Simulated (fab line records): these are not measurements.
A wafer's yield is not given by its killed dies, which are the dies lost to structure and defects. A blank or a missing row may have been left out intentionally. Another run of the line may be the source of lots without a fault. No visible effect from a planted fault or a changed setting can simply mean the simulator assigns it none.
Struck lot and sound lot, side by side + flow rit_cmos + 14 out of 202 route steps
Sound: wafers L665.1, L665.3, L665.6. The struck wafers were L654.2, L654.4, L654.5. The cause is given at the end.
At each step with rows: each side's tool, then ch and its chambers, then its first start. Under that, the readings that differ: sound wafers + struck wafers + difference of the means + sigmas: that difference in standard deviations of wafers without a fault.
alike: words and numbers the same on both sides, and readings whose means are apart by under 2 such deviations; not compared: readings that were withheld, readings missing a value for some wafer, numbers with overlapping values and no deviation given by the record, and bounds like >300 which may hide the same value.
A row with sigmas, a row that says differs or no value, or rows on one side alone: a step with any of these is where the two part. Numbers that have no deviation but don't overlap get no sigmas and don't part them. A reading that every wafer of one side lacks parts them only if that side has two wafers or more.

first, 2 steps without rows for these wafers: RIT_PSD_HARDBAKE_07 (time 60 s); RIT_PSD_IMPLANT_08.
RIT_PSD_STRIP_09: strips in O2, time 180 s.
  sound on plasma_asher-01 ch 0,1, day 7 11:56; struck on plasma_asher-04 ch 0, day 5 02:53
  alike: drypump_motor_current_A
  not compared: rf_hours_counter_h
RIT_PSD_TW_MEAS_10:
  sound on film_metro-04 at day 7 12:07; struck on film_metro-04 at day 5 03:05
  alike: PSD_TW
then, 3 steps without rows for these wafers: RIT_SDANNEAL_CLEAN_00 (cleans in SC1, time 600 s); RIT_SDANNEAL_CLEAN_01 (cleans in dHF, time 30 s); RIT_SDANNEAL_CLEAN_02 (cleans in SC2, time 600 s).
RIT_SDANNEAL_RTA_03: time 5 s.
  sound on rtp_anneal-01 ch 0, day 7 12:34; struck on rtp_anneal-02 ch 0, day 5 03:31
  alike: wafer_temp_C_max
RIT_SDANNEAL_RS_MEAS_04: measurement is done with a four-point probe.
  sound on film_metro-02 at day 7 12:37; struck on film_metro-04 at day 5 03:34
  alike: PSD_RS
RIT_SDANNEAL_RS_MEAS_05: measurement is done with a four-point probe.
  sound on film_metro-02 at day 7 12:44; struck on film_metro-04 at day 5 03:41
  alike: NSD_RS
RIT_SDANNEAL_RS_MEAS_06: measurement is done with a four-point probe.
  sound on film_metro-02 at day 7 12:52; struck on film_metro-04 at day 5 03:49
  alike: PLDD_RS
RIT_SDANNEAL_RS_MEAS_07: measurement is done with a four-point probe.
  sound on film_metro-02 at day 7 12:59; struck on film_metro-04 at day 5 03:56
  alike: NLDD_RS
RIT_SILICIDE_WET_ETCH_00: etches SiO2 in BOE, target depth 14 nm, time 15 s.
  sound on wet_bench-01 ch 3, day 7 13:06; struck on wet_bench-03 ch 0, day 5 04:02
  no value came back on the struck wafers for bath_heat_duty_pct (%), run_length_s (s); on the sound wafers bath_heat_duty_pct (%) reads 1.7 1.5 1.1
| reading                                     | sound             | struck            | difference | sigmas |
|---------------------------------------------|-------------------|-------------------|------------|--------|
| model.SiO2_of_FOX2_OXIDATION_00.thk_nm (nm) | 155.7 159.4 163.3 | 174.6 167.1 169.3 | +10.9      |        |
RIT_SILICIDE_SPUTTER_01: material Ti, target thk 30 nm, time 240 s.
  sound on pvd_sputter-02 at day 7 13:07; struck on pvd_sputter-04 at day 5 04:03
  alike: throttle_valve_pct

## WHERE THEY PART
At RIT_SILICIDE_WET_ETCH_00 and nowhere else, as far as this record goes. Later steps at which nothing parts them and some readings are alike: RIT_SILICIDE_SPUTTER_01.

WHY: what had been put in by the simulator
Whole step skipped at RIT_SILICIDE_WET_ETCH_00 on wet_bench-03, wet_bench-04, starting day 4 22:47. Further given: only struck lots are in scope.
